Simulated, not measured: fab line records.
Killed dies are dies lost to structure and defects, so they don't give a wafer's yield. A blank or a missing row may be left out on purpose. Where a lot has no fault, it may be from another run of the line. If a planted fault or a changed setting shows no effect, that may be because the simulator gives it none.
Comparing a struck lot with a sound one ; flow berkeleyCmos170 ; 14 steps out of a route of 331
Sound: the wafers L325.1, L325.5, L325.6. The struck wafers were L334.1, L334.4, L334.5. Last of all comes the cause.
For every step that has rows: the tool of each side, followed by ch and its chambers, followed by its first start. Under that, the readings that differ: sound wafers ; struck wafers ; difference of the means ; sigmas: that difference in standard deviations of wafers without a fault.
alike: same words and numbers on both sides, and readings whose means sit less than 2 such deviations apart. not compared: any withheld reading, any reading some wafer has no value for, any bound like >300 that may hide the same value, and any number with overlapping values for which the record gives no deviation.
The two part at a step that has a row with sigmas, a row that says differs or no value, or rows on one side only. When numbers do not overlap yet have no deviation, they are printed without sigmas and do not part them. Lack of a reading on every wafer of one side parts them only where that side has two or more wafers.

UCB170_M2_SPUTTER_01: material Al, target thk 900 nm, time 120 s.
  sound on pvdSputter-01, day 8 17:25; struck on pvdSputter-04, day 10 13:51
  alike: throttleValvePct
UCB170_M2_RS_MEAS_02: uses a four-point probe to measure.
  sound on filmMetro-03, day 8 17:30; struck on filmMetro-03, day 10 13:56
  alike: M2_AL_RS
UCB170_M2_THK_MEAS_03: measures by xrf.
  sound on filmMetro-03, day 8 17:37; struck on filmMetro-03, day 10 14:03
  alike: M2_AL_THK
then, 3 steps without rows for these wafers: UCB170_M2_HMDS_04 (prime time 60 s); UCB170_M2_COAT_05 (resist thk 900 nm); UCB170_M2_SOFTBAKE_06 (time 60 s).
UCB170_M2_STRIP_07: strips in O2.
  sound on plasmaAsher-04 ch 0,1, day 8 18:08; struck on plasmaAsher-03 ch 0, day 10 14:39
  alike: drypumpMotorCurrentA, oesProductAu, stripTimeToEndpointS
  not compared: rfHoursCounterH
then, 5 steps without rows for these wafers: UCB170_M2_STRIP_08 (strips KrF in DMSO, time 600 s); UCB170_M2_COAT_09; UCB170_M2_COAT_10 (resist thk 900 nm); UCB170_M2_SOFTBAKE_11 (time 60 s); UCB170_M2_EXPOSE_12 (exposes mask METAL2, target cd 700 nm).
UCB170_M2_PEB_13:
  sound on lithoTrack-01 ch 0, day 8 19:06; struck on lithoTrack-01, day 10 15:50
  no value came back on the struck wafers for chillPlateTempC (C), exhaustPa (Pa); on the sound wafers chillPlateTempC (C) reads 23.00 22.88 22.98
then, 1 step without rows for these wafers: UCB170_M2_DEVELOP_14 (develop time 45 s).

== WHERE THEY PART ==
Within this record, at UCB170_M2_PEB_13 only.

WHY: what had been put in by the simulator
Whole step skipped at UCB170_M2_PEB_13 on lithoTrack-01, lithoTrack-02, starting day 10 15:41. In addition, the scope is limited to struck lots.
